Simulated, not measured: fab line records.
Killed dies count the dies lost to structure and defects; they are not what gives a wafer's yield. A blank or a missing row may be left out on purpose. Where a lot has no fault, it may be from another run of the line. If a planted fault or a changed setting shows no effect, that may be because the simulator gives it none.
Code-filled problem report in 8D (eight disciplines) form    flow ritCmos    the parts of the form that need people (team, actions taken, sign-off) are left out

## 1. WHAT WENT WRONG
RIT_M1_PROBE_99, killedAtFrontEnd: mean 31.7 on 3 wafers (1 lot); fault-free wafers 6.6, standard deviation 2.9. Measured from the usual mean, that is +8.6 standard deviations.
The first sign was on wafer L657.3 at day 6 17:48, on prober-02. Wafers with a number at this step in the record: 39, from 13 lots. By rule, "out" or "out of limits" means more than 4 standard deviations away from the usual mean. The other wafers with a number count as sound.

## 2. WHAT IT IS, WHAT IT ISN'T
question                     is                            is not
which readings at this step  killedAtFrontEnd, killedDies  killedAtContacts, killedOpen, killedShort
which lots                   L657                          L641, L642, L643, L644, L646, L647, L648, L649, L650, L651, L662, L663
which wafers of those lots   all that have a number        -
read on which tools          prober-02                     prober-01
when                         from day 6 17:48              up to then (30 sound wafers); but 6 sound wafers of L662, L663 came after

## 3. SUSPECTS, AND WHAT RULES EACH OUT
Counting: a tool at a process step up to the reading stays a suspect if it ran every lot that is out and no sound lot after the first of them.
- lpcvd-01 at RIT_SPACER_CVD_03 (deposits Si3N4 from SiH2Cl2/NH3, target thk 250 nm, time 3300 s): kept. It ran the lot that is out, L657 (day 6 04:40), and no sound lot after that; its last sound lot up to then is L651 (day 5 02:58).
- prober-02 at RIT_M1_PROBE_99: ruled out as a lasting fault. The sound lots L663 went through it after L657, its earliest lot that is out (day 6 17:48).
After counting, what remains is lpcvd-01 at RIT_SPACER_CVD_03.

## 4. THE CAUSE (what the simulator had put in)
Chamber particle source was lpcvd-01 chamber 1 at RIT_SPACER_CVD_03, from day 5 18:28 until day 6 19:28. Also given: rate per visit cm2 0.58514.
The count eliminated every tool but this one.

## 5. SEQUENCE OF EFFECTS, ordered by route
One row per reading whose mean, taken over the struck wafers that have a number, lies over 3 standard deviations from the usual. Only readings for which the record gives a usual standard deviation are gone through. hours: the time from each lot's start at the first step in this table that gives one to its start at this step, as a median over the lots. sigmas: the change in usual standard deviations.
hours  step             reading           usual  on struck wafers  change  sigmas
0      RIT_M1_PROBE_99  killedAtFrontEnd  6.6    31.7              +25.1   +8.6
0      RIT_M1_PROBE_99  killedDies        6.6    31.7              +25.1   +8.4
Its process steps:
- RIT_M1_PROBE_99

## 6. HOW IT WOULD HAVE BEEN CAUGHT EARLIER
First out-of-limits reading in this record: day 6 17:48, which is 23 hours after fault onset at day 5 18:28.
Tool readings at RIT_SPACER_CVD_03 with a usual standard deviation given in the record: none out on any struck wafer, hence no alarm at a limit of 4 standard deviations on them.
By day 6 17:48, every lot that is out (1) had started RIT_SPACER_CVD_03 on lpcvd-01. A hold on the tool at that time would have spared none of them.
